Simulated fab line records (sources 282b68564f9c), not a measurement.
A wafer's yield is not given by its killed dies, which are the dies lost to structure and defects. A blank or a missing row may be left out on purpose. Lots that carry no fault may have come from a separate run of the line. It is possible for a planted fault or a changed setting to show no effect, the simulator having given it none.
fab line records    flow rit-cmos
record: lots: 5  wafers: 23
route steps=202 shown NSD@132 SDANNEAL@154 PLDD@159 SILICIDE@162 CONTACT@168 M1@184
start-h: the number of hours between the record's first day and the start of the first shown wafer of the lot    wait-h: how many hours have passed since the lot's step before this one    " unchanged from the row above    L1.1+2: a single row standing in for several wafers    - either no value or no given start    * or withheld: withheld    < > ~ a bound
route shown NAME@n: names a module that has steps shown in the file, with the first one's number in the route    usual: mean/standard deviation taken from wafers without a fault    same: alike in all rows    chamber/n: place in a boat    sites: per-site readings    _std_site: their standard deviation    _edge_site: outer sites' mean less inner sites'    radius-mm: how far each site lies from the wafer's centre    mask NAME#n: copy n    behind: the tool/chamber that last shaped the wafer    hold: the reason the lot was held/the length of the hold in hours/how it ended    device: the n, p or np transistor that did not switch    end of line: tests of these same wafers at the route's end    a step without rows: its recipe alone    killed: dies that structure and defects cost at the first sort, which is not the same as the wafer's yield    map: dies across one wafer; x = killed, . = not, _ = none there
set.NAME: setting as actually run; set.NAME@STEP: the setting as run at that earlier step    model.NAME: the simulator's own value behind a step, which no gauge read
lots where settings were altered on purpose, with a table for each step and a row for each wafer
== steps ==
step: RIT_NSD_COAT_01
recipe: resist: NOVOLAK  spin-rpm: 3250  resist-thk-nm: 1000
lot.wafer  tool            chamber  start-h  wait-h  set.spin-rpm  model.NOVOLAK_of_NSD_COAT_01.thk-nm
L077.1     litho-track-01  0        71.39    0.1     3437          976.7
L077.2     "               0        "        "       3437          974.5
L077.3     "               0        "        "       3250          1001
L077.4     "               0        "        "       3250          999.3
L077.6     "               0        "        "       3437          972.9
L081.2     litho-track-01  0        88.42    0.1     3250          999.9
L081.3+6   "               0        "        "       3250          1002
L081.4     "               0        "        "       3250          997.1
L081.5     "               0        "        "       3250          997.5
L082.1     litho-track-02  0        95.16    0.1     3250          999.1
L082.2     "               0        "        "       3250          998.6
L082.3     "               0        "        "       3353          984.2
L082.4     "               0        "        "       3353          982.7
L082.5     "               0        "        "       3250          997.8
L084.1     litho-track-01  0        102.83   0.1     3250          1002
L084.2     "               0        "        "       3368          985.6
L084.3     "               0        "        "       3368          985.9
L084.5+6   "               0        "        "       3250          1003
L085.1     litho-track-04  0        107.56   0.1     3250          1003
L085.2     "               0        "        "       3250          997
L085.4     "               0        "        "       3250          999.5
step: RIT_NSD_SOFTBAKE_02
recipe: resist: NOVOLAK  temp-c: 90  time-s: 60
step: RIT_NSD_EXPOSE_03
recipe: mask-id: M9  na: 0.57  target-cd-nm: 40700  dose-mj: 250
step: RIT_NSD_DEVELOP_05
recipe: resist: NOVOLAK  develop-time-s: 50  dev-temp-c: 23
step: RIT_NSD_HARDBAKE_07
recipe: resist: NOVOLAK  temp-c: 139.4  time-s: 60
lot.wafer  tool            chamber  start-h  wait-h  set.spin-rpm@NSD_COAT_01  model.NOVOLAK_of_NSD_COAT_01.thk-nm
L077.1     litho-track-02  0        72.25    0.0     3437                      864.3
L077.2     "               0        "        "       3437                      862.3
L077.3     "               0        "        "       3250                      885.3
L077.4     "               0        "        "       3250                      884.1
L077.6     "               0        "        "       3437                      860.9
L081.2     litho-track-01  0        89.28    0.0     3250                      884.6
L081.3     "               0        "        "       3250                      886.4
L081.4     "               0        "        "       3250                      882.2
L081.5     "               0        "        "       3250                      882.4
L081.6     "               0        "        "       3250                      886.3
L082.1     litho-track-01  0        95.96    0.0     3250                      883.9
L082.2     "               0        "        "       3250                      883.4
L082.3     "               0        "        "       3353                      870.8
L082.4     "               0        "        "       3353                      869.5
L082.5     "               0        "        "       3250                      882.7
L084.1     litho-track-02  0        103.69   0.0     3250                      886.7
L084.2     "               0        "        "       3368                      872.1
L084.3     "               0        "        "       3368                      872.3
L084.5     "               0        "        "       3250                      887
L084.6     "               0        "        "       3250                      887.6
L085.1     litho-track-01  0        108.44   0.0     3250                      886.9
L085.2     "               0        "        "       3250                      882
L085.4     "               0        "        "       3250                      884.2
step: RIT_NSD_IMPLANT_08
recipe: species: P  energy-kev: 25  dose-cm2: 1e+15  tilt-deg: 7
lot.wafer       tool          chamber  start-h  wait-h  set.dose-cm2
L077.1+2+3+4+6  implanter-01  0        72.40    0.1     1e+15
L081.2+3        implanter-01  0        89.43    0.1     1e+15
L081.4+5+6      "             0        "        "       9.347e+14
L082.1+2+3      implanter-01  0        96.11    0.1     1e+15
L082.4+5        "             0        "        "       1.022e+15
L084.1+2+3      implanter-03  0        103.84   0.1     1e+15
L084.5+6        "             0        "        "       9.569e+14
L085.1+2+4      implanter-01  0        108.59   0.1     1e+15
step: RIT_SDANNEAL_CLEAN_01
recipe: chemistry: dHF  dilution: 50:1  time-s: 30
lot.wafer       tool          chamber  start-h  wait-h  set.time-s
L077.1+2+3+4+6  -             -        -        0.0     30
L081.2+3+4+5+6  -             -        -        0.0     32.13
L082.1+2+3+4+5  -             -        -        0.0     34.02
L084.1+2+3+5+6  -             -        -        0.0     32.22
L085.1+2+4      wet-bench-01  3        110.86   0.0     30
step: RIT_SDANNEAL_CLEAN_02
recipe: chemistry: SC2  mix: 3:3:50  time-s: 600  temp-c: 75  dry: n2-spin
step: RIT_SDANNEAL_RTA_03
recipe: temp-c: 1050  time-s: 5  idle-temp-c: 600  ramp-up-c-per-s: 342  ramp-down-c-per-s: 171  cool-to-c: 600  ambient: N2
step: RIT_SDANNEAL_RS_MEAS_05
recipe: thk-meas-gauge: four-point-probe
usual: NSD_RS: 84.63/0.28
lot.wafer  tool           chamber  start-h  wait-h  set.dose-cm2@NSD_IMPLANT_08  NSD_RS[ohm/sq]
L077.1     film-metro-01  -        74.92    0.1     1e+15                        84.50
L077.2     "              -        "        "       1e+15                        84.52
L077.3     "              -        "        "       1e+15                        84.26
L077.4     "              -        "        "       1e+15                        84.49
L077.6     "              -        "        "       1e+15                        84.23
L081.2     film-metro-01  -        91.97    0.1     1e+15                        84.28
L081.3     "              -        "        "       1e+15                        84.97
L081.4     "              -        "        "       9.347e+14                    89.30
L081.5     "              -        "        "       9.347e+14                    89.21
L081.6     "              -        "        "       9.347e+14                    89.26
L082.1     film-metro-02  -        98.49    0.1     1e+15                        84.56
L082.2     "              -        "        "       1e+15                        84.43
L082.3     "              -        "        "       1e+15                        84.73
L082.4     "              -        "        "       1.022e+15                    83.52
L082.5     "              -        "        "       1.022e+15                    82.99
L084.1     film-metro-02  -        106.35   0.1     1e+15                        84.86
L084.2     "              -        "        "       1e+15                        84.48
L084.3     "              -        "        "       1e+15                        84.92
L084.5     "              -        "        "       9.569e+14                    87.54
L084.6     "              -        "        "       9.569e+14                    87.70
L085.1     film-metro-02  -        111.23   0.1     1e+15                        84.78
L085.2     "              -        "        "       1e+15                        84.80
L085.4     "              -        "        "       1e+15                        84.67
step: RIT_SDANNEAL_RS_MEAS_06
recipe: thk-meas-gauge: four-point-probe
usual: PLDD_RS: 178.4/0.38
lot.wafer  tool           chamber  start-h  wait-h  set.energy-kev@PLDD_IMPLANT_08  PLDD_RS[ohm/sq]
L077.1     film-metro-01  -        75.04    0.1     19.36                           180.1
L077.2     "              -        "        "       19.36                           180.1
L077.3     "              -        "        "       19.36                           180.6
L077.4     "              -        "        "       20                              177.8
L077.6     "              -        "        "       20                              177.9
L081.2     film-metro-01  -        92.09    0.1     20.66                           176.5
L081.3     "              -        "        "       20                              178.5
L081.4     "              -        "        "       20                              178.7
L081.5     "              -        "        "       20.66                           176.5
L081.6     "              -        "        "       20                              178.0
L082.1     film-metro-02  -        98.61    0.1     19.14                           181.7
L082.2     "              -        "        "       19.14                           181.0
L082.3     "              -        "        "       20                              179.5
L082.4     "              -        "        "       20                              178.6
L082.5     "              -        "        "       20                              178.5
L084.1     film-metro-02  -        106.47   0.1     19.39                           181.1
L084.2     "              -        "        "       19.39                           180.9
L084.3     "              -        "        "       20                              178.1
L084.5     "              -        "        "       20                              178.8
L084.6     "              -        "        "       20                              178.5
L085.1     film-metro-02  -        111.35   0.1     20                              178.9
L085.2     "              -        "        "       20                              179.3
L085.4     "              -        "        "       20                              178.6
step: RIT_SILICIDE_SPUTTER_01
recipe: material: Ti  target-thk-nm: 30  power-w: 350  chamber-pressure-pa: 0.667  gas: Ar  time-s: 240  substrate-temp-c: 25
lot.wafer  tool            chamber  start-h  wait-h  set.time-s  model.Ti_of_SILICIDE_SPUTTER_01.thk-nm
L077.1     pvd-sputter-02  -        75.29    0.0     240         29.66
L077.2     "               -        "        "       240         30.18
L077.3     "               -        "        "       266.5       33.34
L077.4     "               -        "        "       240         30.12
L077.6     "               -        "        "       266.5       33
L081.2     pvd-sputter-02  -        92.33    0.0     215.7       26.64
L081.3     "               -        "        "       240         29.68
L081.4     "               -        "        "       240         29.99
L081.5     "               -        "        "       240         30.07
L081.6     "               -        "        "       215.7       26.85
L082.1     pvd-sputter-01  -        98.86    0.0     240         30.21
L082.2     "               -        "        "       240         30.65
L082.3     "               -        "        "       240         30.49
L082.4     "               -        "        "       240         30.24
L082.5     "               -        "        "       240         30.32
L084.1     pvd-sputter-03  -        106.73   0.0     240         29.54
L084.2     "               -        "        "       253.9       31.42
L084.3     "               -        "        "       240         29.66
L084.5     "               -        "        "       253.9       31.62
L084.6     "               -        "        "       253.9       31.57
L085.1     pvd-sputter-02  -        111.60   0.0     240         30.14
L085.2     "               -        "        "       240         29.54
L085.4     "               -        "        "       240         30
step: RIT_SILICIDE_RS_MEAS_02
recipe: thk-meas-gauge: four-point-probe  reads: Ti_of_SILICIDE_SPUTTER_01
usual: SILICIDE_TI_RS: 48.0/0.54
lot.wafer  tool           chamber  start-h  wait-h  set.time-s@SILICIDE_SPUTTER_01  SILICIDE_TI_RS[ohm/sq]
L077.1     film-metro-03  -        75.44    0.1     240                             48.6
L077.2     "              -        "        "       240                             47.4
L077.3     "              -        "        "       266.5                           41.9
L077.4     "              -        "        "       240                             47.6
L077.6     "              -        "        "       266.5                           42.5
L081.2     film-metro-04  -        92.50    0.1     215.7                           55.6
L081.3     "              -        "        "       240                             48.4
L081.4     "              -        "        "       240                             47.9
L081.5     "              -        "        "       240                             47.7
L081.6     "              -        "        "       215.7                           55.0
L082.1     film-metro-02  -        99.01    0.1     240                             47.4
L082.2     "              -        "        "       240                             46.6
L082.3     "              -        "        "       240                             46.9
L082.4     "              -        "        "       240                             47.3
L082.5     "              -        "        "       240                             47.2
L084.1     film-metro-04  -        106.88   0.1     240                             48.8
L084.2     "              -        "        "       253.9                           45.2
L084.3     "              -        "        "       240                             48.5
L084.5     "              -        "        "       253.9                           44.9
L084.6     "              -        "        "       253.9                           44.9
L085.1     film-metro-02  -        111.75   0.1     240                             47.5
L085.2     "              -        "        "       240                             48.8
L085.4     "              -        "        "       240                             47.9
step: RIT_SILICIDE_THK_MEAS_03
recipe: thk-meas-gauge: xrf  reads: Ti_of_SILICIDE_SPUTTER_01
usual: SILICIDE_TI_THK: 29.67/0.27
lot.wafer  tool           chamber  start-h  wait-h  set.time-s@SILICIDE_SPUTTER_01  SILICIDE_TI_THK[nm]
L077.1     film-metro-03  -        75.56    0.1     240                             29.59
L077.2     "              -        "        "       240                             30.19
L077.3     "              -        "        "       266.5                           33.14
L077.4     "              -        "        "       240                             29.96
L077.6     "              -        "        "       266.5                           32.84
L081.2     film-metro-04  -        92.61    0.1     215.7                           26.41
L081.3     "              -        "        "       240                             29.43
L081.4     "              -        "        "       240                             29.56
L081.5     "              -        "        "       240                             29.86
L081.6     "              -        "        "       215.7                           26.72
L082.1     film-metro-02  -        99.13    0.1     240                             29.70
L082.2     "              -        "        "       240                             30.29
L082.3     "              -        "        "       240                             30.07
L082.4     "              -        "        "       240                             29.76
L082.5     "              -        "        "       240                             29.95
L084.1     film-metro-04  -        107.00   0.1     240                             29.31
L084.2     "              -        "        "       253.9                           31.18
L084.3     "              -        "        "       240                             29.54
L084.5     "              -        "        "       253.9                           31.39
L084.6     "              -        "        "       253.9                           31.31
L085.1     film-metro-02  -        111.87   0.1     240                             29.72
L085.2     "              -        "        "       240                             29.11
L085.4     "              -        "        "       240                             29.47
step: RIT_CONTACT_CVD_00
recipe: material: SiO2  target-thk-nm: 400  precursor: TEOS  temp-c: 390  time-s: 61  rf-w: 400
lot.wafer  tool      chamber  start-h  wait-h  set.time-s  model.SiO2_of_CONTACT_CVD_00.thk-nm
L077.1     pecvd-02  1        75.80    0.1     61          399.2
L077.2     "         2        "        "       61          395
L077.3     "         0        "        "       56.57       367.3
L077.4     "         1        "        "       56.57       371.8
L077.6     "         2        "        "       56.57       373.1
L081.2+5   pecvd-04  1        92.83    0.0     61          -
L081.3     "         2        "        "       68.71       -
L081.4     "         0        "        "       68.71       453.3
L081.6     "         2        "        "       61          403.4
L082.1     pecvd-03  1        99.37    0.1     54.22       -
L082.2     "         2        "        "       61          387.8
L082.3     "         0        "        "       61          -
L082.4     "         2        "        "       61          397.3
L082.5     "         0        "        "       54.22       352.7
L084.1     pecvd-04  0        107.23   0.1     67.5        -
L084.2     "         1        "        "       67.5        433
L084.3     "         2        "        "       61          388
L084.5     "         0        "        "       61          397.8
L084.6     "         2        "        "       61          -
L085.1     pecvd-03  0        112.10   0.1     61          394.3
L085.2     "         2        "        "       61          389.3
L085.4     "         2        "        "       61          397.5
step: RIT_CONTACT_THK_MEAS_01
recipe: reads: SiO2_of_CONTACT_CVD_00
usual: CONTACT_TEOS_THK: 399/5.7
lot.wafer  tool           chamber  start-h  wait-h  set.time-s@CONTACT_CVD_00  CONTACT_TEOS_THK[nm]
L077.1     film-metro-04  -        75.85    0.0     61                         399
L077.2     "              -        "        "       61                         395
L077.3     "              -        "        "       56.57                      367
L077.4     "              -        "        "       56.57                      372
L077.6     "              -        "        "       56.57                      373
L081.2     film-metro-01  -        92.89    0.0     61                         392
L081.3     "              -        "        "       68.71                      439
L081.4     "              -        "        "       68.71                      453
L081.5     "              -        "        "       61                         400
L081.6     "              -        "        "       61                         404
L082.1     film-metro-03  -        99.42    0.0     54.22                      360
L082.2     "              -        "        "       61                         388
L082.3     "              -        "        "       61                         393
L082.4     "              -        "        "       61                         397
L082.5     "              -        "        "       54.22                      353
L084.1     film-metro-04  -        107.28   0.0     67.5                       428
L084.2     "              -        "        "       67.5                       433
L084.3     "              -        "        "       61                         388
L084.5     "              -        "        "       61                         398
L084.6     "              -        "        "       61                         394
L085.1     film-metro-04  -        112.18   0.1     61                         395
L085.2     "              -        "        "       61                         389
L085.4     "              -        "        "       61                         397
step: RIT_CONTACT_ETCH_11
recipe: target-depth-a: 4800  over-etch-frac: 0.2  stop-on: TiSi2  chemistry: CHF3/CF4/Ar  target: SiO2  CHF3_flow_sccm: 50  cf4-flow-sccm: 10  Ar_flow_sccm: 100  O2_flow_sccm: 5  pressure-mtorr: 100  rf-w: 200  time-s: 320
lot.wafer  tool         chamber  start-h  wait-h  set.time-s  set.time-s@CONTACT_CVD_00  model.NOVOLAK_of_CONTACT_COAT_03.thk-nm  model.etch.depth-nm  model.CONTACT.feature-depth-nm
L077.1     rie-diel-04  3        77.30    0.1     320         61                         770.5                                    399.2                399.2
L077.2     "            1        "        "       361.9       61                         755.1                                    395                  395
L077.3     "            0        "        "       320         56.57                      772.6                                    367.3                367.3
L077.4     "            2        "        "       361.9       56.57                      757.9                                    371.8                371.8
L077.6     "            1        "        "       320         56.57                      768.4                                    373.1                373.1
L081.2     rie-diel-04  3        94.21    0.1     320         61                         764.4                                    -                    391.4
L081.3     "            0        "        "       358.5       68.71                      753.9                                    -                    439.1
L081.4     "            2        "        "       320         68.71                      768.3                                    453.3                453.3
L081.5     "            3        "        "       358.5       61                         751.2                                    -                    399.7
L081.6     "            2        "        "       358.5       61                         755.4                                    403.4                403.4
L082.1     rie-diel-04  2        100.75   0.1     320         54.22                      769.9                                    -                    360.1
L082.2     "            0        "        "       353.9       61                         761.1                                    387.8                387.8
L082.3     "            3        "        "       353.9       61                         758                                      -                    392.7
L082.4     "            1        "        "       320         61                         769.7                                    397.3                397.3
L082.5     "            2        "        "       320         54.22                      772.1                                    352.7                352.7
L084.1     rie-diel-03  2        108.74   0.1     320         67.5                       769.4                                    -                    428.1
L084.2     "            3        "        "       320         67.5                       769.3                                    433                  433
L084.3     "            0        "        "       320         61                         771.5                                    388                  388
L084.5     "            3        "        "       293.8       61                         779.4                                    397.8                397.8
L084.6     "            0        "        "       293.8       61                         779.3                                    -                    394
L085.1     rie-diel-04  1        113.55   0.1     320         61                         764.5                                    394.3                394.3
L085.2     "            0        "        "       320         61                         767.6                                    389.3                389.3
L085.4     "            3        "        "       320         61                         761.9                                    397.5                397.5
step: RIT_M1_SPUTTER_00
recipe: material: Al  target-thk-nm: 400  power-w: 2000  chamber-pressure-pa: 0.4  gas: Ar  time-s: 500  substrate-temp-c: 25
lot.wafer  tool            chamber  start-h  wait-h  set.power-w  model.Al_of_M1_SPUTTER_00.thk-nm
L077.1     pvd-sputter-01  -        78.27    0.0     1927         373.8
L077.2     "               -        "        "       2000         393.2
L077.3     "               -        "        "       2000         396.5
L077.4     "               -        "        "       1927         376
L077.6     "               -        "        "       2000         388.7
L081.2     pvd-sputter-03  -        95.07    0.0     1762         344.5
L081.3     "               -        "        "       1762         353.2
L081.4     "               -        "        "       2000         394
L081.5     "               -        "        "       1762         347.9
L081.6     "               -        "        "       2000         398.1
L082.1     pvd-sputter-04  -        101.61   0.0     1788         354.5
L082.2     "               -        "        "       2000         396.5
L082.3     "               -        "        "       1788         359.7
L082.4     "               -        "        "       2000         402.8
L082.5     "               -        "        "       2000         396
L084.1     pvd-sputter-04  -        109.60   0.0     2209         445.7
L084.2     "               -        "        "       2000         410.5
L084.3     "               -        "        "       2000         403.4
L084.5     "               -        "        "       2000         409.4
L084.6     "               -        "        "       2209         447.2
L085.1     pvd-sputter-03  -        114.40   0.0     2000         395.2
L085.2     "               -        "        "       2000         389.4
L085.4     "               -        "        "       2000         393.3
step: RIT_M1_RS_MEAS_01
recipe: thk-meas-gauge: four-point-probe  reads: Al_of_M1_SPUTTER_00
usual: M1_AL_RS: 0.0736/0.00089
lot.wafer  tool           chamber  start-h  wait-h  set.power-w@M1_SPUTTER_00  M1_AL_RS[ohm/sq]
L077.1     film-metro-02  -        78.57    0.1     1927                       0.0787
L077.2     "              -        "        "       2000                       0.0746
L077.3     "              -        "        "       2000                       0.0741
L077.4     "              -        "        "       1927                       0.0780
L077.6     "              -        "        "       2000                       0.0755
L081.2     film-metro-03  -        95.38    0.2     1762                       0.0853
L081.3     "              -        "        "       1762                       0.0834
L081.4     "              -        "        "       2000                       0.0745
L081.5     "              -        "        "       1762                       0.0847
L081.6     "              -        "        "       2000                       0.0738
L082.1     film-metro-01  -        101.90   0.1     1788                       0.0832
L082.2     "              -        "        "       2000                       0.0741
L082.3     "              -        "        "       1788                       0.0819
L082.4     "              -        "        "       2000                       0.0727
L082.5     "              -        "        "       2000                       0.0740
L084.1     film-metro-02  -        109.89   0.1     2209                       0.0657
L084.2     "              -        "        "       2000                       0.0715
L084.3     "              -        "        "       2000                       0.0728
L084.5     "              -        "        "       2000                       0.0718
L084.6     "              -        "        "       2209                       0.0655
L085.1     film-metro-02  -        114.70   0.1     2000                       0.0742
L085.2     "              -        "        "       2000                       0.0753
L085.4     "              -        "        "       2000                       0.0746
step: RIT_M1_THK_MEAS_02
recipe: thk-meas-gauge: xrf  reads: Al_of_M1_SPUTTER_00
usual: M1_AL_THK: 396/5.6
lot.wafer  tool           chamber  start-h  wait-h  set.power-w@M1_SPUTTER_00  M1_AL_THK[nm]
L077.1     film-metro-02  -        78.69    0.1     1927                       370
L077.2     "              -        "        "       2000                       385
L077.3     "              -        "        "       2000                       391
L077.4     "              -        "        "       1927                       370
L077.6     "              -        "        "       2000                       382
L081.2     film-metro-03  -        95.49    0.1     1762                       346
L081.3     "              -        "        "       1762                       354
L081.4     "              -        "        "       2000                       394
L081.5     "              -        "        "       1762                       347
L081.6     "              -        "        "       2000                       396
L082.1     film-metro-01  -        102.02   0.1     1788                       352
L082.2     "              -        "        "       2000                       394
L082.3     "              -        "        "       1788                       358
L082.4     "              -        "        "       2000                       399
L082.5     "              -        "        "       2000                       392
L084.1     film-metro-02  -        110.01   0.1     2209                       442
L084.2     "              -        "        "       2000                       407
L084.3     "              -        "        "       2000                       399
L084.5     "              -        "        "       2000                       403
L084.6     "              -        "        "       2209                       441
L085.1     film-metro-02  -        114.82   0.1     2000                       388
L085.2     "              -        "        "       2000                       385
L085.4     "              -        "        "       2000                       388
step: RIT_M1_METAL_ETCH_12
recipe: stop-on: SiO2  chemistry: Cl2/BCl3  target: Al  time-s: 165  over-etch-frac: 0.5  pressure-mtorr: 100  target-depth-a: 6000  rf-w: 250  Cl2_flow_sccm: 60  bcl3-flow-sccm: 50
lot.wafer  tool          chamber  start-h  wait-h  set.time-s  set.time-s@CONTACT_CVD_00  model.NOVOLAK_of_M1_COAT_04.thk-nm  model.SiO2_of_CONTACT_CVD_00.thk-nm
L077.1     rie-metal-04  1        80.03    0.2     165         61                         799.7                               363
L077.2     "             0        "        "       165         61                         797                                 358.6
L077.3     "             1        "        "       165         56.57                      802.4                               331.1
L077.4     "             0        "        "       165         56.57                      798.5                               335.4
L077.6     "             1        "        "       165         56.57                      800.6                               336.9
L081.2+5   rie-metal-01  1        96.83    0.2     165         61                         -                                   -
L081.3     "             1        "        "       156.4       68.71                      -                                   -
L081.4     "             0        "        "       156.4       68.71                      808.7                               417.4
L081.6     "             0        "        "       156.4       61                         804.1                               367.5
L082.1     rie-metal-03  0        103.49   0.2     179.2       54.22                      -                                   -
L082.2     "             1        "        "       165         61                         799.4                               351.5
L082.3     "             1        "        "       179.2       61                         -                                   -
L082.4     "             0        "        "       179.2       61                         760.3                               357.2
L082.5     "             0        "        "       165         54.22                      794.4                               315.7
L084.1     rie-metal-01  1        111.48   0.2     165         67.5                       -                                   -
L084.2     "             1        "        "       148.8       67.5                       824.1                               399
L084.3     "             1        "        "       148.8       61                         820                                 354.1
L084.5     "             1        "        "       165         61                         788.1                               360.2
L084.6     "             1        "        "       148.8       61                         -                                   -
L085.1     rie-metal-03  1        116.16   0.2     165         61                         799.2                               358
L085.2     "             0        "        "       165         61                         797.8                               352.5
L085.4     "             1        "        "       165         61                         803                                 361.3
== key ==
split: step: RIT_NSD_COAT_01  setting: spin-rpm  stated: 3250  by: wafer
response: step: RIT_NSD_COAT_01  reading: model.NOVOLAK_of_NSD_COAT_01.thk-nm  change: -4.52  per: 1%  r: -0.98
response: step: RIT_NSD_HARDBAKE_07  reading: model.NOVOLAK_of_NSD_COAT_01.thk-nm  change: -3.97  per: 1%  r: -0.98
split: step: RIT_NSD_IMPLANT_08  setting: dose-cm2  stated: 1e+15  by: wafer
response: step: RIT_SDANNEAL_RS_MEAS_05  reading: NSD_RS  change: -0.689  per: 1%  r: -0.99
split: step: RIT_SDANNEAL_CLEAN_01  setting: time-s  stated: 30  by: lot
response none clear
split: step: RIT_SILICIDE_SPUTTER_01  setting: time-s  stated: 240  by: wafer
response: step: RIT_SILICIDE_SPUTTER_01  reading: model.Ti_of_SILICIDE_SPUTTER_01.thk-nm  change: +0.304  per: 1%  r: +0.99
response: step: RIT_SILICIDE_RS_MEAS_02  reading: SILICIDE_TI_RS  change: -0.611  per: 1%  r: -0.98
response: step: RIT_SILICIDE_THK_MEAS_03  reading: SILICIDE_TI_THK  change: +0.293  per: 1%  r: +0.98
split: step: RIT_CONTACT_CVD_00  setting: time-s  stated: 61  by: wafer
response: step: RIT_CONTACT_CVD_00  reading: model.SiO2_of_CONTACT_CVD_00.thk-nm  change: +3.74  per: 1%  r: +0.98
response: step: RIT_CONTACT_THK_MEAS_01  reading: CONTACT_TEOS_THK  change: +3.54  per: 1%  r: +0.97
response: step: RIT_CONTACT_ETCH_11  reading: model.etch.depth-nm  change: +3.74  per: 1%  r: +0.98
response: step: RIT_CONTACT_ETCH_11  reading: model.CONTACT.feature-depth-nm  change: +3.56  per: 1%  r: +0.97
response: step: RIT_M1_METAL_ETCH_12  reading: model.SiO2_of_CONTACT_CVD_00.thk-nm  change: +3.75  per: 1%  r: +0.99
split: step: RIT_CONTACT_ETCH_11  setting: time-s  stated: 320  by: wafer
response: step: RIT_CONTACT_ETCH_11  reading: model.NOVOLAK_of_CONTACT_COAT_03.thk-nm  change: -1.07  per: 1%  r: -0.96
split: step: RIT_M1_SPUTTER_00  setting: power-w  stated: 2000  by: wafer
response: step: RIT_M1_SPUTTER_00  reading: model.Al_of_M1_SPUTTER_00.thk-nm  change: +3.91  per: 1%  r: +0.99
response: step: RIT_M1_RS_MEAS_01  reading: M1_AL_RS  change: -0.000792  per: 1%  r: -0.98
response: step: RIT_M1_THK_MEAS_02  reading: M1_AL_THK  change: +3.82  per: 1%  r: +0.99
split: step: RIT_M1_METAL_ETCH_12  setting: time-s  stated: 165  by: wafer
response: step: RIT_M1_METAL_ETCH_12  reading: model.NOVOLAK_of_M1_COAT_04.thk-nm  change: -3.8  per: 1%  r: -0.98
split outside-this-file step=RIT_PLDD_IMPLANT_08 setting=energy-kev
split outside-this-file: this setting was split too, and the file shows its column; the key of that split is in another file
